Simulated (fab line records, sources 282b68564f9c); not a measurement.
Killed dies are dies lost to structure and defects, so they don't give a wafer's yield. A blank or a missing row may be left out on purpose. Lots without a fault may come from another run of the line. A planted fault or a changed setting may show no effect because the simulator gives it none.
Which tool did it? | flow rit_cmos | 6 lots, 18 wafers sampled, at 2 steps of a route of 202

WHAT THE GAUGES READ, wafer by wafer
RIT_GATE_CD_MEAS_16: target cd 150 nm.
lot  | measured    | on        | cd_nm (nm)
L921 | day 2 19:54 | cd_sem-01 | 148.5 149.1 150.9
L923 | day 3 04:55 | cd_sem-02 | 149.0 149.4 146.8
L926 | day 3 20:04 | cd_sem-02 | 147.7 147.0 146.1
L936 | day 5 20:01 | cd_sem-01 | 136.6 136.2 137.2
L939 | day 6 12:13 | cd_sem-01 | 149.2 150.4 150.9
L941 | day 6 22:01 | cd_sem-02 | 150.0 152.1 148.2

WHICH TOOL RAN EACH LOT (tool, then ch and the chambers of the sampled wafers, then the start)
lot  | RIT_GATE_DEVELOP_15
L921 | litho_track-01 ch 0, day 2 19:00
L923 | litho_track-04 ch 0, day 3 04:00
L926 | litho_track-03 ch 0, day 3 19:00
L936 | litho_track-04 ch 0, day 5 19:00
L939 | litho_track-01 ch 0, day 6 12:00
L941 | litho_track-03 ch 0, day 6 21:00
- RIT_GATE_DEVELOP_15: develop time 50 s.

THE ANSWER, worked out from the rows above alone
Rule: what is usual is taken from the lots themselves. Put in order of their means at a reading, lots are off if they are a third of the lots or fewer, leave a main group of 4 or more, and stand apart from it by a gap of 3 or more times the standard deviation of the main group's means; of several such gaps the widest counts. A main group whose means are all the same, to the digits that the tables above print for the reading, isn't used. A lot without any number at a reading at which 4 lots or more have one is off too. The other lots that the step has rows for count as sound.
Off: L936, at RIT_GATE_CD_MEAS_16 (cd_nm). The main group: mean 149.0 nm, standard deviation 1.2.
A tool fits if, at a process step before that reading, it ran every lot that is off, and no sound lot after the first of them. The gauges at RIT_GATE_CD_MEAS_16 are tried like those tools. One fits: litho_track-04 at RIT_GATE_DEVELOP_15. Its last sound lot is L923 (day 3 04:00), its first lot that is off L936 (day 5 19:00): a fault that began between those two fits.

WHAT THE SIMULATOR HAD PUT IN
Process parameter drift: litho_track-04, from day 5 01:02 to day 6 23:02, at RIT_GATE_DEVELOP_15. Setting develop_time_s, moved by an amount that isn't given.
Lots struck among those shown: L936. The rule above found the same.
